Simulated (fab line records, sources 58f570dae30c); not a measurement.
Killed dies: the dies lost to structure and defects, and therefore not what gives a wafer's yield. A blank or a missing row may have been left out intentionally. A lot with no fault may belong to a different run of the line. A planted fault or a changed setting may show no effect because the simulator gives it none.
A single fault, viewed from 2 desks / flow berkeley_cmos170 / each desk has only its own numbers; what lay behind them comes last

THE TOOL OWNER'S DESK: pecvd-02
The tool's own readings at UCB170_SPACER_CVD_00 (deposits SiO2 from TEOS/O2, target thk 376 nm, time 47 s): means of the sampled wafers that have a number, for each lot that ran on this tool. Any lot whose mean is over 4 standard deviations away from the usual mean is out of limits and marked OUT; that distance is given in the brackets.
Columns: A = heater_power_w at UCB170_SPACER_CVD_00, usual 260 W; B = run_length_s at UCB170_SPACER_CVD_00, usual 75.2 s
lot=L642; first seen here=day 8 16:44; A=245; B=75.4
lot=L649; first seen here=day 10 11:34; A=241; B=77.0
lot=L650; first seen here=day 10 16:44; A=245; B=76.0
This desk's verdict: no lot among the 3 shows anything out of limits.

THE METROLOGY DESK
What the gauges read for every lot (on any tool): the sampled wafers with a number, averaged. Any lot whose mean is over 4 standard deviations away from the usual mean is out of limits and marked OUT; that distance is given in the brackets.
Columns: A = cd_nm at UCB170_NLDD_CD_MEAS_06, usual 1199.8 nm; B = NLDD_OVL at UCB170_NLDD_OVL_MEAS_07, usual -1 nm; C = NLDD_TW at UCB170_NLDD_TW_MEAS_11, usual 2201; D = SPACER_TEOS_THK at UCB170_SPACER_THK_MEAS_01, usual 376 nm
lot=L637; first seen here=day 7 18:59; A=1200.4; B=-3; C=2197; D=380
lot=L642; first seen here=day 8 15:59; A=1199.6; B=2; C=2195; D=378
lot=L649; first seen here=day 10 10:21; A=1199.6; B=-1; C=2216; D=383
lot=L650; first seen here=day 10 15:59; A=1200.0; B=-2; C=2208; D=384
lot=L651; first seen here=day 11 07:23; A=1199.6; B=-2; C=2207; D=381
lot=L655; first seen here=day 12 00:21; A=1200.4; B=-3; C=2181; D=374
This desk's verdict: no lot among the 6 shows anything out of limits.

BROUGHT TOGETHER
The tool owner's desk saw nothing out of limits.
At the metrology desk, nothing out of limits was observed.

WHAT THE SIMULATOR HAD PUT IN
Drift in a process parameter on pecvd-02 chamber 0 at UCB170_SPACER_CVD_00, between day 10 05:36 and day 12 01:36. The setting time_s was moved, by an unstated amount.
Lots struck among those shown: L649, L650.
